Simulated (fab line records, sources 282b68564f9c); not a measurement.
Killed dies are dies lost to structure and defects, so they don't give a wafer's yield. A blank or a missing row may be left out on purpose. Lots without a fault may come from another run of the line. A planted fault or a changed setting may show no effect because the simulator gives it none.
Problem report in the 8D (eight disciplines) form, filled by code | flow rit_cmos | the parts of the form that need people (team, actions taken, sign-off) are left out

1. THE PROBLEM
PRETRO_TW at RIT_PRETRO_TW_MEAS_10 reads a mean of 1067 on 6 wafers of 2 lots; wafers without a fault read 478 with a standard deviation of 6.7. That is +88 standard deviations from the usual mean.
First seen on wafer L525.2, day 5 15:52, on film_metro-03. The record holds 42 wafers of 14 lots with a number at this step. Rule for "out", or "out of limits": more than 4 standard deviations from the usual mean. The other wafers with a number count as sound.

2. WHAT IT IS AND WHAT IT IS NOT
question                    | is                     | is not
which readings at this step | PRETRO_TW              | -
which lots                  | L525, L526             | L509, L512, L514, L515, L517, L518, L520, L524, L529, L530, L531, L532
which wafers of those lots  | all that have a number | -
read on which gauges        | film_metro-03          | film_metro-01, film_metro-02
when                        | from day 5 15:52       | up to then (24 sound wafers); but 12 sound wafers of L529, L530, L531, L532 came after

3. SUSPECTS, AND WHAT RULES EACH OUT
Counting: a tool at a process step up to the reading stays a suspect if it ran every lot that is out and no sound lot after the first of them.
- the gauge at RIT_PRETRO_TW_MEAS_10: kept. All the wafers that are out were read on film_metro-03, and no step on other tools shows them out.
- litho_track-02 at RIT_NRETRO_COAT_01 (resist thk 1300 nm): ruled out as a lasting fault. Sound lots L529, L531 ran on it after its first lot that is out, L525 (day 5 12:58).
Left after counting: film_metro-03 at RIT_PRETRO_TW_MEAS_10.

4. THE CAUSE (what the simulator had put in)
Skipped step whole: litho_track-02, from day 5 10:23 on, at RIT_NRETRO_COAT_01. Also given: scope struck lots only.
Counting ruled it out, wrongly: the rule takes a fault to strike every lot that its tool runs from its start on, and this one did not.

5. THE CHAIN OF EFFECTS, in route order
Each row: a reading whose mean over the struck wafers that have a number lies more than 3 standard deviations from the usual. Only readings for which the record gives a usual standard deviation are gone through. hours: the time from each lot's start at the first step in this table that gives one to its start at this step, as a median over the lots. sigmas: the change in usual standard deviations.
hours | step                  | reading   | usual | on struck wafers | change | sigmas
0     | RIT_PRETRO_TW_MEAS_10 | PRETRO_TW | 478   | 1067             | +589   | +88
Readings that are blank on the struck wafers while sound wafers have them: chill_plate_temp_C at RIT_NRETRO_COAT_01; dispense_pressure_kPa at RIT_NRETRO_COAT_01; spin_speed_rpm at RIT_NRETRO_COAT_01; NRETRO_OVL at RIT_NRETRO_OVL_MEAS_06.

6. WHAT WOULD HAVE CAUGHT IT SOONER
In this record the first reading out of limits at a measuring or inspecting step was taken at day 5 15:52, 5 hours after the fault began at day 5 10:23.
Between RIT_NRETRO_COAT_01 and RIT_PRETRO_TW_MEAS_10, RIT_NRETRO_OVL_MEAS_06 gave no NRETRO_OVL on the struck wafers, where sound wafers have one: a measuring or inspecting step that comes back empty is itself a sign.
At RIT_NRETRO_COAT_01 the tool's readings are blank on the struck wafers, where sound wafers have them: an empty tool record is the first sign, and it was there at once.
